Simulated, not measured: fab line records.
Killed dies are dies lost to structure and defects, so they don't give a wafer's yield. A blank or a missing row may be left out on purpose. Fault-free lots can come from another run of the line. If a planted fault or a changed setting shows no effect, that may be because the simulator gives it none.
fab line records / flow rit-cmos / part 2 of 2: steps 25 to 25 of 25
[record] lots = 5 wafers = 23
route steps=202 shown GATE@89 NLDD@111 NSD@139 PSD@144 SDANNEAL@156 PLDD@159 SILICIDE@162 M1@184
start-h: hours from the record's first day to the start of the lot's first wafer shown / wait-h: hours elapsed since this lot's preceding step / " as in the row above / L1.1+2: a single row standing in for several wafers / - no value, or no start given / * or withheld: withheld / < > ~ a bound
route shown NAME@n: a module of which the file shows steps, and the number in the route of the first / usual: the fault-free wafers' mean and standard deviation / same: alike in all rows / chamber/n: place in a boat / sites: per-site readings / _std_site: their standard deviation / _edge_site: outer sites' mean less inner sites' / radius-mm: for every site, how far away it sits from the centre of the wafer / mask NAME#n: copy n / behind: the most recent tool/chamber to have shaped the wafer / hold: why the lot went on hold/how many hours it stayed there/how the hold came to an end / device: which transistor (n, p or np) failed to switch / end of line: the same wafers' tests at the end of the route / a step given without rows: its recipe and nothing more / killed: dies lost to structure and defects at the first sort, not the wafer's yield / map: a wafer's dies, marking killed ones x, the rest . and places with no die _
set.NAME: setting as actually run; set.NAME@STEP: the setting as run at that earlier step / model.NAME: the simulator's own value behind a step, which no gauge read
lots whose settings were changed on purpose; a table a step, a row a wafer
[[steps]]
[step RIT_M1_PROBE_99]
[usual] killed_at_M0_to_M3 = 0.0/0.12 killed-at-contacts = 0.1/0.23 killed-at-front-end = 7/3.1 killed-dies = 7/3.2 killed-open = 3.6/2.1 killed-short = 3.5/1.9
[same] gross-dies = 264 killed_at_M4_up = 0 killed-at-back-side = 0 killed-at-other = 0
lot.wafer=L075.1 tool=prober-01 chamber=- start-h=68.93 wait-h=0.1 set.dose-mj@GATE_EXPOSE_13=368.8 killed_at_M0_to_M3=0 killed-at-contacts=0 killed-at-front-end=6 killed-dies=6 killed-open=4 killed-short=2 model.etest.nmos_0p15.r-on-ohm-um=1211 model.etest.nmos-turned.drive-ua-um=334.3 model.etest.pmos_0p15.r-on-ohm-um=3056 model.etest.pmos-turned.r-on-ohm-um=3580
lot.wafer=L075.2 tool=prober-01 chamber=- start-h=68.98 wait-h=0.1 set.dose-mj@GATE_EXPOSE_13=380 killed_at_M0_to_M3=0 killed-at-contacts=0 killed-at-front-end=15 killed-dies=15 killed-open=7 killed-short=7 model.etest.nmos_0p15.r-on-ohm-um=1079 model.etest.nmos-turned.drive-ua-um=360.9 model.etest.pmos_0p15.r-on-ohm-um=2630 model.etest.pmos-turned.r-on-ohm-um=3146
lot.wafer=L075.3 tool=prober-01 chamber=- start-h=69.03 wait-h=0.2 set.dose-mj@GATE_EXPOSE_13=380 killed_at_M0_to_M3=0 killed-at-contacts=0 killed-at-front-end=4 killed-dies=4 killed-open=1 killed-short=2 model.etest.nmos_0p15.r-on-ohm-um=1141 model.etest.nmos-turned.drive-ua-um=369 model.etest.pmos_0p15.r-on-ohm-um=2690 model.etest.pmos-turned.r-on-ohm-um=3140
lot.wafer=L075.5 tool=prober-01 chamber=- start-h=69.13 wait-h=0.2 set.dose-mj@GATE_EXPOSE_13=368.8 killed_at_M0_to_M3=0 killed-at-contacts=0 killed-at-front-end=13 killed-dies=13 killed-open=6 killed-short=6 model.etest.nmos_0p15.r-on-ohm-um=1243 model.etest.nmos-turned.drive-ua-um=329.4 model.etest.pmos_0p15.r-on-ohm-um=2990 model.etest.pmos-turned.r-on-ohm-um=3489
lot.wafer=L075.6 tool=prober-01 chamber=- start-h=69.18 wait-h=0.2 set.dose-mj@GATE_EXPOSE_13=380 killed_at_M0_to_M3=0 killed-at-contacts=0 killed-at-front-end=1 killed-dies=1 killed-open=0 killed-short=1 model.etest.nmos_0p15.r-on-ohm-um=1093 model.etest.nmos-turned.drive-ua-um=371.2 model.etest.pmos_0p15.r-on-ohm-um=2628 model.etest.pmos-turned.r-on-ohm-um=3138
lot.wafer=L076.1 tool=prober-02 chamber=- start-h=71.57 wait-h=0.1 set.dose-mj@GATE_EXPOSE_13=380 killed_at_M0_to_M3=0 killed-at-contacts=0 killed-at-front-end=8 killed-dies=8 killed-open=5 killed-short=3 model.etest.nmos_0p15.r-on-ohm-um=1063 model.etest.nmos-turned.drive-ua-um=324.9 model.etest.pmos_0p15.r-on-ohm-um=2577 model.etest.pmos-turned.r-on-ohm-um=3232
lot.wafer=L076.3 tool=prober-02 chamber=- start-h=71.67 wait-h=0.2 set.dose-mj@GATE_EXPOSE_13=380 killed_at_M0_to_M3=0 killed-at-contacts=0 killed-at-front-end=10 killed-dies=10 killed-open=5 killed-short=5 model.etest.nmos_0p15.r-on-ohm-um=1087 model.etest.nmos-turned.drive-ua-um=325 model.etest.pmos_0p15.r-on-ohm-um=2638 model.etest.pmos-turned.r-on-ohm-um=3305
lot.wafer=L076.6 tool=prober-02 chamber=- start-h=71.82 wait-h=0.2 set.dose-mj@GATE_EXPOSE_13=380 killed_at_M0_to_M3=0 killed-at-contacts=0 killed-at-front-end=8 killed-dies=8 killed-open=5 killed-short=3 model.etest.nmos_0p15.r-on-ohm-um=1104 model.etest.nmos-turned.drive-ua-um=315.8 model.etest.pmos_0p15.r-on-ohm-um=2661 model.etest.pmos-turned.r-on-ohm-um=3312
lot.wafer=L077.1 tool=prober-01 chamber=- start-h=78.97 wait-h=0.1 set.dose-mj@GATE_EXPOSE_13=380 killed_at_M0_to_M3=0 killed-at-contacts=0 killed-at-front-end=47 killed-dies=47 killed-open=3 killed-short=3 model.etest.nmos_0p15.r-on-ohm-um=1164 model.etest.nmos-turned.drive-ua-um=256.6 model.etest.pmos_0p15.r-on-ohm-um=3026 model.etest.pmos-turned.r-on-ohm-um=4116
lot.wafer=L077.3 tool=prober-01 chamber=- start-h=79.07 wait-h=0.2 set.dose-mj@GATE_EXPOSE_13=361.2 killed_at_M0_to_M3=0 killed-at-contacts=0 killed-at-front-end=134 killed-dies=134 killed-open=3 killed-short=5 model.etest.nmos_0p15.r-on-ohm-um=1354 model.etest.nmos-turned.drive-ua-um=229.9 model.etest.pmos_0p15.r-on-ohm-um=3603 model.etest.pmos-turned.r-on-ohm-um=4665
lot.wafer=L077.4 tool=prober-01 chamber=- start-h=79.12 wait-h=0.2 set.dose-mj@GATE_EXPOSE_13=361.2 killed_at_M0_to_M3=0 killed-at-contacts=0 killed-at-front-end=96 killed-dies=96 killed-open=4 killed-short=5 model.etest.nmos_0p15.r-on-ohm-um=1334 model.etest.nmos-turned.drive-ua-um=228.6 model.etest.pmos_0p15.r-on-ohm-um=3522 model.etest.pmos-turned.r-on-ohm-um=4639
lot.wafer=L077.5 tool=prober-01 chamber=- start-h=79.17 wait-h=0.2 set.dose-mj@GATE_EXPOSE_13=380 killed_at_M0_to_M3=0 killed-at-contacts=0 killed-at-front-end=8 killed-dies=8 killed-open=7 killed-short=1 model.etest.nmos_0p15.r-on-ohm-um=1163 model.etest.nmos-turned.drive-ua-um=260.4 model.etest.pmos_0p15.r-on-ohm-um=2994 model.etest.pmos-turned.r-on-ohm-um=4054
lot.wafer=L077.6 tool=prober-01 chamber=- start-h=79.22 wait-h=0.2 set.dose-mj@GATE_EXPOSE_13=361.2 killed_at_M0_to_M3=0 killed-at-contacts=0 killed-at-front-end=148 killed-dies=148 killed-open=3 killed-short=2 model.etest.nmos_0p15.r-on-ohm-um=1360 model.etest.nmos-turned.drive-ua-um=236.9 model.etest.pmos_0p15.r-on-ohm-um=3518 model.etest.pmos-turned.r-on-ohm-um=4568
lot.wafer=L080.1 tool=prober-02 chamber=- start-h=92.14 wait-h=0.1 set.dose-mj@GATE_EXPOSE_13=380 killed_at_M0_to_M3=0 killed-at-contacts=0 killed-at-front-end=6 killed-dies=6 killed-open=5 killed-short=1 model.etest.nmos_0p15.r-on-ohm-um=- model.etest.nmos-turned.drive-ua-um=- model.etest.pmos_0p15.r-on-ohm-um=- model.etest.pmos-turned.r-on-ohm-um=-
lot.wafer=L080.2 tool=prober-02 chamber=- start-h=92.19 wait-h=0.1 set.dose-mj@GATE_EXPOSE_13=380 killed_at_M0_to_M3=0 killed-at-contacts=0 killed-at-front-end=9 killed-dies=9 killed-open=2 killed-short=7 model.etest.nmos_0p15.r-on-ohm-um=- model.etest.nmos-turned.drive-ua-um=- model.etest.pmos_0p15.r-on-ohm-um=- model.etest.pmos-turned.r-on-ohm-um=-
lot.wafer=L080.3 tool=prober-02 chamber=- start-h=92.24 wait-h=0.2 set.dose-mj@GATE_EXPOSE_13=393.4 killed_at_M0_to_M3=0 killed-at-contacts=0 killed-at-front-end=15 killed-dies=15 killed-open=1 killed-short=4 model.etest.nmos_0p15.r-on-ohm-um=- model.etest.nmos-turned.drive-ua-um=- model.etest.pmos_0p15.r-on-ohm-um=- model.etest.pmos-turned.r-on-ohm-um=-
lot.wafer=L080.4 tool=prober-02 chamber=- start-h=92.29 wait-h=0.2 set.dose-mj@GATE_EXPOSE_13=380 killed_at_M0_to_M3=0 killed-at-contacts=0 killed-at-front-end=4 killed-dies=4 killed-open=0 killed-short=4 model.etest.nmos_0p15.r-on-ohm-um=- model.etest.nmos-turned.drive-ua-um=- model.etest.pmos_0p15.r-on-ohm-um=- model.etest.pmos-turned.r-on-ohm-um=-
lot.wafer=L080.6 tool=prober-02 chamber=- start-h=92.39 wait-h=0.2 set.dose-mj@GATE_EXPOSE_13=393.4 killed_at_M0_to_M3=0 killed-at-contacts=0 killed-at-front-end=17 killed-dies=17 killed-open=2 killed-short=2 model.etest.nmos_0p15.r-on-ohm-um=- model.etest.nmos-turned.drive-ua-um=- model.etest.pmos_0p15.r-on-ohm-um=- model.etest.pmos-turned.r-on-ohm-um=-
lot.wafer=L084.1 tool=prober-01 chamber=- start-h=112.94 wait-h=0.1 set.dose-mj@GATE_EXPOSE_13=380 killed_at_M0_to_M3=0 killed-at-contacts=0 killed-at-front-end=9 killed-dies=9 killed-open=6 killed-short=3 model.etest.nmos_0p15.r-on-ohm-um=1097 model.etest.nmos-turned.drive-ua-um=383.1 model.etest.pmos_0p15.r-on-ohm-um=2825 model.etest.pmos-turned.r-on-ohm-um=3313
lot.wafer=L084.2 tool=prober-01 chamber=- start-h=112.99 wait-h=0.1 set.dose-mj@GATE_EXPOSE_13=380 killed_at_M0_to_M3=0 killed-at-contacts=1 killed-at-front-end=8 killed-dies=9 killed-open=7 killed-short=2 model.etest.nmos_0p15.r-on-ohm-um=1053 model.etest.nmos-turned.drive-ua-um=401 model.etest.pmos_0p15.r-on-ohm-um=2742 model.etest.pmos-turned.r-on-ohm-um=3202
lot.wafer=L084.4 tool=prober-01 chamber=- start-h=113.09 wait-h=0.2 set.dose-mj@GATE_EXPOSE_13=380 killed_at_M0_to_M3=0 killed-at-contacts=0 killed-at-front-end=14 killed-dies=14 killed-open=9 killed-short=5 model.etest.nmos_0p15.r-on-ohm-um=1065 model.etest.nmos-turned.drive-ua-um=406.9 model.etest.pmos_0p15.r-on-ohm-um=2648 model.etest.pmos-turned.r-on-ohm-um=3074
lot.wafer=L084.5 tool=prober-01 chamber=- start-h=113.14 wait-h=0.2 set.dose-mj@GATE_EXPOSE_13=396.3 killed_at_M0_to_M3=0 killed-at-contacts=0 killed-at-front-end=51 killed-dies=51 killed-open=4 killed-short=4 model.etest.nmos_0p15.r-on-ohm-um=906.3 model.etest.nmos-turned.drive-ua-um=484.3 model.etest.pmos_0p15.r-on-ohm-um=2137 model.etest.pmos-turned.r-on-ohm-um=2568
lot.wafer=L084.6 tool=prober-01 chamber=- start-h=113.19 wait-h=0.2 set.dose-mj@GATE_EXPOSE_13=396.3 killed_at_M0_to_M3=1 killed-at-contacts=0 killed-at-front-end=46 killed-dies=47 killed-open=3 killed-short=2 model.etest.nmos_0p15.r-on-ohm-um=974.9 model.etest.nmos-turned.drive-ua-um=462.4 model.etest.pmos_0p15.r-on-ohm-um=2259 model.etest.pmos-turned.r-on-ohm-um=2708
// killed by level:class
L075.1 GATE:geometric-particle:open=2 FOX2:geometric-particle:short=1 GATE:geometric-particle:short=1 REOX:geometric-particle:open=1 SILICIDE:geometric-particle:open=1
L075.2 FOX1:geometric-particle:short=4 GATE:geometric-particle:open=3 SPACER:geometric-particle:short=2 SPACER:geometric-particle:open=2 FOX1:geometric-particle:open=1 REOX:geometric-particle:short=1 SILICIDE:geometric-particle:open=1 PWELL:coat-microbubble-printed=1
L075.3 GATE:geometric-particle:open=1 REOX:geometric-particle:short=1 SPACER:geometric-particle:short=1 PWELL:coat-microbubble-printed=1
L075.5 SPACER:geometric-particle:short=3 FOX1:geometric-particle:open=2 GATE:geometric-particle:open=2 FOX1:geometric-particle:short=1 REOX:geometric-particle:short=1 SPACER:geometric-particle:open=1 SILICIDE:geometric-particle:short=1 SILICIDE:geometric-particle:open=1
L075.6 GATE:geometric-particle:short=1
L076.1 GATE:geometric-particle:open=3 GATE:geometric-particle:short=2 FOX2:geometric-particle:open=1 REOX:geometric-particle:open=1 REOX:geometric-particle:short=1
L076.3 GATE:geometric-particle:open=3 FOX1:geometric-particle:short=2 FOX1:geometric-particle:open=1 FOX2:geometric-particle:open=1 GATE:geometric-particle:short=1 REOX:geometric-particle:short=1 SPACER:geometric-particle:short=1
L076.6 GATE:geometric-particle:short=3 GATE:geometric-particle:open=2 FOX1:geometric-particle:open=1 REOX:geometric-particle:open=1 SILICIDE:geometric-particle:open=1
L077.1 GATE:area-etch=41 FOX1:geometric-particle:short=1 FOX2:geometric-particle:short=1 FOX2:geometric-particle:open=1 GATE:geometric-particle:short=1 GATE:geometric-particle:open=1 SPACER:geometric-particle:open=1
L077.3 GATE:area-expose=125 GATE:geometric-particle:short=2 FOX1:geometric-particle:short=1 FOX1:geometric-particle:open=1 FOX2:geometric-particle:short=1 REOX:geometric-particle:open=1 SPACER:geometric-particle:short=1 SILICIDE:geometric-particle:open=1
L077.4 GATE:area-expose=83 GATE:area-etch=4 FOX2:geometric-particle:short=3 FOX2:geometric-particle:open=2 REOX:geometric-particle:short=2 GATE:geometric-particle:open=1 SILICIDE:geometric-particle:open=1
L077.5 GATE:geometric-particle:open=4 FOX1:geometric-particle:open=2 SILICIDE:geometric-particle:short=1 SILICIDE:geometric-particle:open=1
L077.6 GATE:area-expose=96 GATE:area-etch=47 FOX2:geometric-particle:open=2 FOX1:geometric-particle:open=1 FOX2:geometric-particle:short=1 GATE:geometric-particle:short=1
L080.1 GATE:geometric-particle:open=2 SPACER:geometric-particle:open=2 FOX2:geometric-particle:short=1 REOX:geometric-particle:open=1
L080.2 SPACER:geometric-particle:short=4 FOX1:geometric-particle:open=1 GATE:geometric-particle:open=1 GATE:geometric-particle:short=1 REOX:geometric-particle:short=1 SILICIDE:geometric-particle:short=1
L080.3 GATE:area-expose=10 REOX:geometric-particle:short=3 GATE:geometric-particle:short=1 SILICIDE:geometric-particle:open=1
L080.4 SPACER:geometric-particle:short=2 FOX1:geometric-particle:short=1 GATE:geometric-particle:short=1
L080.6 GATE:area-expose=13 FOX1:geometric-particle:short=1 GATE:geometric-particle:open=1 REOX:geometric-particle:short=1 SILICIDE:geometric-particle:open=1
L084.1 GATE:geometric-particle:open=2 ACTIVE:geometric-particle:short=1 FOX1:geometric-particle:open=1 FOX2:geometric-particle:open=1 GATE:geometric-particle:short=1 REOX:geometric-particle:short=1 REOX:geometric-particle:open=1 SPACER:geometric-particle:open=1
L084.2 FOX1:geometric-particle:open=3 GATE:geometric-particle:open=3 FOX1:geometric-particle:short=1 SPACER:geometric-particle:open=1 CONTACT:geometric-particle:short=1
L084.4 FOX1:geometric-particle:open=5 GATE:geometric-particle:open=3 GATE:geometric-particle:short=2 FOX1:geometric-particle:short=2 ACTIVE:geometric-particle:open=1 REOX:geometric-particle:short=1
L084.5 GATE:area-expose=43 FOX1:geometric-particle:short=2 GATE:geometric-particle:open=2 GATE:geometric-particle:short=1 REOX:geometric-particle:open=1 SPACER:geometric-particle:short=1 SPACER:geometric-particle:open=1
L084.6 GATE:area-expose=41 FOX1:geometric-particle:open=1 FOX1:geometric-particle:short=1 GATE:geometric-particle:short=1 REOX:geometric-particle:open=1 SPACER:geometric-particle:open=1 M1:coat-microbubble-printed=1
[[key]]
[split] step = RIT_GATE_EXPOSE_13 setting = dose-mj stated = 380 by = wafer
[response] step = RIT_GATE_CD_MEAS_16 reading = cd-nm change = -5.13 per = 1% r = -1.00
[response] step = RIT_GATE_CD_MEAS_90 reading = cd-nm change = -5.12 per = 1% r = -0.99
[response] step = RIT_M1_PROBE_99 reading = model.etest.pmos-turned.r-on-ohm-um change = -121 per = 1% r = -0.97
[response] step = RIT_M1_PROBE_99 reading = model.etest.pmos_0p15.r-on-ohm-um change = -118 per = 1% r = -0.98
[response] step = RIT_M1_PROBE_99 reading = model.etest.nmos_0p15.r-on-ohm-um change = -35.7 per = 1% r = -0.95
[response] step = RIT_M1_PROBE_99 reading = model.etest.nmos-turned.drive-ua-um change = +10.9 per = 1% r = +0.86
[split] step = RIT_GATE_STRIP_20 setting = o2-flow-sccm stated = 4000 by = wafer
response none clear
[split] step = RIT_NLDD_IMPLANT_08 setting = energy-kev stated = 20 by = wafer
[response] step = RIT_NLDD_IMPLANT_08 reading = model.implant.rp-nm change = +0.187 per = 1% r = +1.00
[response] step = RIT_NLDD_IMPLANT_08 reading = model.implant.drp-nm change = +0.0775 per = 1% r = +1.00
[split] step = RIT_NSD_IMPLANT_08 setting = dose-cm2 stated = 1e+15 by = wafer
[response] step = RIT_SDANNEAL_RS_MEAS_05 reading = NSD_RS change = -0.654 per = 1% r = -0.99
[split] step = RIT_PSD_SOFTBAKE_02 setting = temp-c stated = 90 by = wafer
[response] step = RIT_PSD_DEVELOP_05 reading = model.NOVOLAK_of_PSD_COAT_01.thk-nm change = -2.49 per = 1% r = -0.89
[split] step = RIT_SDANNEAL_RTA_03 setting = time-s stated = 5 by = wafer
[response] step = RIT_SDANNEAL_RS_MEAS_04 reading = PSD_RS change = -0.155 per = 1% r = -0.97
[response] step = RIT_SDANNEAL_RS_MEAS_06 reading = PLDD_RS change = -0.17 per = 1% r = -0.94
[split] step = RIT_SILICIDE_SPUTTER_01 setting = time-s stated = 240 by = wafer
[response] step = RIT_SILICIDE_SPUTTER_01 reading = model.Ti_of_SILICIDE_SPUTTER_01.thk-nm change = +0.299 per = 1% r = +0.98
[response] step = RIT_SILICIDE_RS_MEAS_02 reading = SILICIDE_TI_RS change = -0.534 per = 1% r = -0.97
[response] step = RIT_SILICIDE_THK_MEAS_03 reading = SILICIDE_TI_THK change = +0.3 per = 1% r = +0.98
[split] step = RIT_M1_SPUTTER_00 setting = time-s stated = 500 by = wafer
[response] step = RIT_M1_SPUTTER_00 reading = model.Al_of_M1_SPUTTER_00.thk-nm change = +4.01 per = 1% r = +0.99
[response] step = RIT_M1_RS_MEAS_01 reading = M1_AL_RS change = -0.00082 per = 1% r = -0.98
[response] step = RIT_M1_THK_MEAS_02 reading = M1_AL_THK change = +3.97 per = 1% r = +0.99
split outside-this-file step=RIT_GATE_CVD_08 setting=temp-c
// split outside-this-file: this setting was split too, and the file shows its column; the key of that split is in another file
